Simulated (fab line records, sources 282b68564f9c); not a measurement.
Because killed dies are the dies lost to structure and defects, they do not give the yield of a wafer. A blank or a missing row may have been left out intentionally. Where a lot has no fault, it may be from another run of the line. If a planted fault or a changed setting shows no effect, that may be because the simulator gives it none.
A lot that was struck, set against a sound lot || flow rit cmos || 29 out of 202 route steps
Sound: the wafers L828.1, L828.3, L828.5. Struck: wafer L833.4 (L833.5, L833.6, from the same lot, were not struck and are left out); the cause is given at the end.
Per side, at each step with rows, come the tool, then ch with its chambers, and then its first start. Under that, the readings that differ: sound wafers || struck wafers || difference of the means || sigmas: that difference in standard deviations of wafers without a fault.
alike: words and numbers the same on both sides, and readings whose means are apart by under 2 such deviations; not compared: readings that were withheld, readings missing a value for some wafer, numbers with overlapping values and no deviation given by the record, and bounds like >300 which may hide the same value.
The two part at a step that has a row with sigmas, a row that says differs or no value, or rows on one side only. Numbers that don't overlap but have no deviation are shown without sigmas and don't part them. Lack of a reading on every wafer of one side parts them only where that side has two or more wafers.

RIT_SDANNEAL_RTA_03: time 5 s.
  sound on rtp anneal-02 ch 0, day 3 17:44; struck on rtp anneal-01 ch 0, day 4 23:55
  alike: wafer_temp_C_max
RIT_SDANNEAL_RS_MEAS_04: the measuring method here is four-point-probe.
  struck on film metro-01, day 5 00:01; sound on film metro-04, day 3 17:48
  alike: PSD_RS
RIT_SDANNEAL_RS_MEAS_05: the measuring method here is four-point-probe.
  struck on film metro-01, day 5 00:08; sound on film metro-04, day 3 17:55
  alike: NSD_RS
RIT_SDANNEAL_RS_MEAS_06: the measuring method here is four-point-probe.
  struck on film metro-01, day 5 00:15; sound on film metro-04, day 3 18:02
  alike: PLDD_RS
RIT_SDANNEAL_RS_MEAS_07: the measuring method here is four-point-probe.
  struck on film metro-01, day 5 00:22; sound on film metro-04, day 3 18:10
  alike: NLDD_RS
then, 1 step without rows for these wafers: RIT_SILICIDE_WET_ETCH_00 (etches SiO2 in BOE, target depth 14 nm, time 15 s).
RIT_SILICIDE_SPUTTER_01: material Ti, target thk 30 nm, time 240 s.
  struck on pvd sputter-03, day 5 00:31; sound on pvd sputter-04, day 3 18:17
  alike: chamber pressure pa, throttle valve pct
RIT_SILICIDE_RS_MEAS_02: the measuring method here is four-point-probe.
  struck on film metro-02, day 5 00:39; sound on film metro-03, day 3 18:26
  alike: SILICIDE_TI_RS
RIT_SILICIDE_THK_MEAS_03: measures by xrf.
  struck on film metro-02, day 5 00:44; sound on film metro-03, day 3 18:34
  alike: SILICIDE_TI_THK
RIT_SILICIDE_RTA_04: time 10 s, ramp up 5 s, ramp down 5 s.
  sound on rtp anneal-02 ch 0, day 3 18:37; struck on rtp anneal-02 ch 0, day 5 00:49
  alike: wafer_temp_C_max
then, 1 step without rows for these wafers: RIT_SILICIDE_WET_ETCH_05 (etches Ti in SPM, time 120 s).
RIT_SILICIDE_RTA_06: time 10 s, ramp up 5 s, ramp down 10 s.
  sound on rtp anneal-02 ch 0, day 3 18:44; struck on rtp anneal-01 ch 0, day 5 00:55
  alike: wafer_temp_C_max
RIT_CONTACT_CVD_00: deposits SiO2 from TEOS, target thk 400 nm, time 61 s.
  sound on pecvd-01 ch 0,1,2, day 3 18:47; struck on pecvd-02 ch 1, day 5 00:58
{"reading": "run length s (s)", "sound": "90.0 89.4 88.7", "struck": 130.3, "difference": "+40.9", "sigmas": "+62"}
{"reading": "model.SiO2_of_CONTACT_CVD_00.thk nm (nm)", "sound": "400.4 393.8 407.5", "struck": 670.4, "difference": "+269.8", "sigmas": ""}
  alike: heater power w
RIT_CONTACT_THK_MEAS_01:
  struck on film metro-04, day 5 01:02; sound on film metro-01, day 3 18:50
{"reading": "CONTACT_TEOS_THK (nm)", "sound": "400 394 407", "struck": 670, "difference": "+270", "sigmas": "+57"}
then, 6 steps without rows for these wafers: RIT_CONTACT_HMDS_02 (prime time 60 s); RIT_CONTACT_COAT_03 (resist thk 1000 nm); RIT_CONTACT_SOFTBAKE_04 (time 60 s); RIT_CONTACT_EXPOSE_05 (exposes mask M11, target cd 1000 nm); RIT_CONTACT_PEB_06; RIT_CONTACT_DEVELOP_07 (develop time 120 s).
RIT_CONTACT_CD_MEAS_08: the cd target is 1000 nm.
  struck on cd sem-02, day 5 02:14; sound on cd sem-02, day 3 19:59
  alike: cd nm
RIT_CONTACT_OVL_MEAS_09:
  struck on overlay-02, day 5 02:19; sound on overlay-02, day 3 20:07
  alike: CONTACT_OVL
then, 1 step without rows for these wafers: RIT_CONTACT_HARDBAKE_10 (time 60 s).
RIT_CONTACT_ETCH_11: etches SiO2 in CHF3/CF4/Ar, stops on TiSi2, target depth 480 nm, time 320 s.
  sound on rie diel-02 ch 0,1,2, day 3 20:18; struck on rie diel-03 ch 1, day 5 02:29
{"reading": "throttle valve pct (%)", "sound": "8.93 8.93 9.02", "struck": 8.67, "difference": -0.29, "sigmas": -3}
{"reading": "model.etch.depth nm (nm)", "sound": "400.4 393.8 407.5", "struck": 491.2, "difference": "+90.6", "sigmas": ""}
{"reading": "model.CONTACT.feature depth nm (nm)", "sound": "400.4 393.8 407.5", "struck": 491.2, "difference": "+90.6", "sigmas": ""}
  alike: chamber pressure mTorr, drypump motor current A, oes product au
  not compared: rf hours counter h
RIT_CONTACT_STRIP_12: strips in O2, time 180 s.
  sound on plasma asher-04 ch 0,1, day 3 20:30; struck on plasma asher-02 ch 0, day 5 02:44
  alike: chamber pressure mTorr, drypump motor current A
  not compared: rf hours counter h
RIT_CONTACT_CD_MEAS_90: the cd target is 1000 nm.
  struck on cd sem-02, day 5 02:55; sound on cd sem-01, day 3 20:40
  alike: cd nm
RIT_CONTACT_CLEAN_13: cleans in SC1, time 600 s.
  sound on wet bench-03 ch 1, day 3 20:47; struck on wet bench-03 ch 3, day 5 02:58
{"reading": "model.SiO2_of_CONTACT_CVD_00.thk nm (nm)", "sound": "396.3 389.7 403.4", "struck": 666.4, "difference": "+269.9", "sigmas": ""}
then, 1 step without rows for these wafers: RIT_CONTACT_CLEAN_14 (cleans in SC2, time 600 s).
RIT_M1_PROBE_99:
  struck on prober-01, day 6 07:27; sound on prober-01, day 4 01:09
{"reading": "killed at contacts", "sound": "0 0 0", "struck": 257, "difference": "+257", "sigmas": "+99 or more"}
{"reading": "killed dies", "sound": "8 4 6", "struck": 264, "difference": "+258", "sigmas": "+96"}
{"reading": "killed on rim", "sound": "1 0 1", "struck": 70, "difference": "+69", "sigmas": "+58"}
  alike: killed at front end, killed open, killed short

== WHERE THEY PART ==
Last at RIT_M1_PROBE_99 as far as this record goes, first at RIT_CONTACT_CVD_00.

WHY: whatever the simulator had introduced
pecvd-02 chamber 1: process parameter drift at RIT_CONTACT_CVD_00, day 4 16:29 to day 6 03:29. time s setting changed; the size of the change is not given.
